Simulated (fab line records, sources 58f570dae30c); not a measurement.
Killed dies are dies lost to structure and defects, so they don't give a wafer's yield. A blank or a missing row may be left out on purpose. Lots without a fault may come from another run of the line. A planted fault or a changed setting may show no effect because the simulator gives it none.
Which tool did it? | flow berkeley_cmos170 | 10 lots, 30 wafers sampled, at 4 steps of a route of 331

WHAT THE GAUGES READ, wafer by wafer
UCB170_SPACER_THK_MEAS_01.
lot  | measured     | on            | SPACER_TEOS_THK (nm)
L735 | day 6 06:26  | film_metro-03 | 370 371 372
L737 | day 6 06:27  | film_metro-02 | 376 383 376
L736 | day 6 07:02  | film_metro-03 | 374 379 383
L738 | day 6 15:55  | film_metro-02 | 376 382 383
L739 | day 6 17:00  | film_metro-01 | 380 377 380
L740 | day 7 05:21  | film_metro-03 | 378 380 379
L741 | day 7 12:16  | film_metro-02 | 376 376 380
L742 | day 8 01:04  | film_metro-03 | 375 375 376
L746 | day 8 10:58  | film_metro-02 | 376 370 381
L756 | day 10 21:50 | film_metro-02 | 380 373 385

UCB170_CONTACT_THK_MEAS_02.
lot  | measured     | on            | CONTACT_PSG_THK (nm)
L735 | day 6 22:02  | film_metro-02 | 701 701 701
L737 | day 6 20:17  | film_metro-04 | 693 700 691
L736 | day 6 20:28  | film_metro-03 | 700 707 704
L738 | day 7 05:34  | film_metro-02 | 691 685 691
L739 | day 7 04:54  | film_metro-04 | 700 694 695
L740 | day 7 18:23  | film_metro-02 | 698 697 699
L741 | day 8 01:16  | film_metro-02 | 690 695 695
L742 | day 8 12:54  | film_metro-02 | 706 707 709
L746 | day 8 22:53  | film_metro-04 | 841 846 842
L756 | day 11 09:48 | film_metro-03 | 698 702 703

WHICH TOOL RAN EACH LOT (tool, then ch and the chambers of the sampled wafers, then the start)
lot  | UCB170_SDANNEAL_RTA_01           | UCB170_CONTACT_CVD_01
L735 | rtp_anneal-02 ch 0, day 6 17:52  | lpcvd-02 ch 1, day 6 20:16
L737 | rtp_anneal-02 ch 0, day 6 17:20  | lpcvd-02 ch 1, day 6 18:29
L736 | rtp_anneal-01 ch 0, day 6 17:34  | lpcvd-01 ch 1, day 6 18:40
L738 | rtp_anneal-01 ch 0, day 7 01:49  | lpcvd-02 ch 0, day 7 02:53
L739 | rtp_anneal-02 ch 0, day 7 01:59  | lpcvd-01 ch 0, day 7 03:05
L740 | rtp_anneal-01 ch 0, day 7 15:26  | lpcvd-02 ch 1, day 7 16:35
L741 | rtp_anneal-02 ch 0, day 7 21:07  | lpcvd-02 ch 1, day 7 23:29
L742 | rtp_anneal-01 ch 0, day 8 09:55  | lpcvd-01 ch 0, day 8 11:07
L746 | rtp_anneal-02 ch 0, day 8 19:03  | lpcvd-02 ch 1, day 8 20:13
L756 | rtp_anneal-02 ch 0, day 11 06:27 | lpcvd-01 ch 1, day 11 08:00
- UCB170_SDANNEAL_RTA_01: time 5 s.
- UCB170_CONTACT_CVD_01: deposits PSG from SiH4/O2/PH3, target thk 700 nm, time 2820 s.

WHAT THE TOOLS THEMSELVES READ (means of the sampled wafers that have a number; where no wafer has one, the mark that the record gives instead)
UCB170_SDANNEAL_RTA_01.
lot  | tool          | anneal_temp_c_max | chamber_o2_ppm | lamp_power_pct (%) | wafer_temp_C_max
L735 | rtp_anneal-02 | 1053.6            | 1.982          | 49                 | 1054.9
L737 | rtp_anneal-02 | 1053.4            | 1.994          | 49                 | 1056.0
L736 | rtp_anneal-01 | 1055.0            | 2.011          | 36                 | 1055.8
L738 | rtp_anneal-01 | 1054.5            | 2.000          | 36                 | 1056.0
L739 | rtp_anneal-02 | 1054.1            | 1.987          | 49                 | 1055.2
L740 | rtp_anneal-01 | 1055.1            | 1.969          | 36                 | 1055.3
L741 | rtp_anneal-02 | 1052.5            | 2.025          | 49                 | 1054.7
L742 | rtp_anneal-01 | 1054.1            | 2.026          | 36                 | 1054.3
L746 | rtp_anneal-02 | 1054.0            | 2.017          | 49                 | 1054.3
L756 | rtp_anneal-02 | 1053.6            | 1.976          | 49                 | 1055.4

UCB170_CONTACT_CVD_01.
lot  | tool     | spike_tc_centre_C (C) | spike_tc_load_C (C) | spike_tc_source_C (C) | susceptor_temp_C (C)
L735 | lpcvd-02 | 452.6                 | 472                 | 468.3                 | 450.16
L737 | lpcvd-02 | 452.4                 | 470                 | 467.7                 | 449.99
L736 | lpcvd-01 | 452.5                 | 466                 | 467.1                 | 449.93
L738 | lpcvd-02 | 451.5                 | 473                 | 464.2                 | 449.98
L739 | lpcvd-01 | 452.6                 | 463                 | 465.1                 | 450.25
L740 | lpcvd-02 | 452.3                 | 472                 | 467.9                 | 449.83
L741 | lpcvd-02 | 452.1                 | 471                 | 468.4                 | 449.75
L742 | lpcvd-01 | 452.1                 | 464                 | 464.9                 | 450.12
L746 | lpcvd-02 | 472.5                 | 491                 | 489.3                 | 470.30
L756 | lpcvd-01 | 452.3                 | 466                 | 467.2                 | 450.18

THE ANSWER, worked out from the rows above alone
Rule: what is usual is taken from the lots themselves. Put in order of their means at a reading, lots are off if they are a third of the lots or fewer, leave a main group of 4 or more, and stand apart from it by a gap of 3 or more times the standard deviation of the main group's means; of several such gaps the widest counts. A main group whose means are all the same, to the digits that the tables above print for the reading, isn't used. A lot without any number at a reading at which 4 lots or more have one is off too. The other lots that the step has rows for count as sound. The gauges are gone through in route order, then the tools' own readings, and for those a lot's mean is taken as printed above. The first step at which some lot is off is used, and at that step the reading that is off furthest; a lot without a number counts as furthest.
Off: L746, at UCB170_CONTACT_THK_MEAS_02 (CONTACT_PSG_THK). The main group: mean 698 nm, standard deviation 5.3.
A tool fits if, at a process step before that reading, it ran every lot that is off, and no sound lot after the first of them. The gauges at UCB170_CONTACT_THK_MEAS_02 aren't tried: what is off there is off at UCB170_CONTACT_CVD_01 too, on other tools, and a gauge's error can't cause that. One fits: lpcvd-02 at UCB170_CONTACT_CVD_01. Its last sound lot is L741 (day 7 23:29), its first lot that is off L746 (day 8 20:13): a fault that began between those two fits.
The tool's own readings at UCB170_CONTACT_CVD_01 bear it out: on the lots that are off they differ by more than 5 times the standard deviation of the sound lots' means. spike_tc_centre_C reads 472.5 C there against 452.3 C on the sound lots; spike_tc_load_C reads 491 C there against 469 C on the sound lots; spike_tc_source_C reads 489.3 C there against 466.8 C on the sound lots; susceptor_temp_C reads 470.30 C there against 450.02 C on the sound lots.

WHAT THE SIMULATOR HAD PUT IN
Process parameter drift: lpcvd-02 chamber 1, from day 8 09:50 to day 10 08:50, at UCB170_CONTACT_CVD_01. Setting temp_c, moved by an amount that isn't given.
Lots struck among those shown: L746. The rule above found the same.
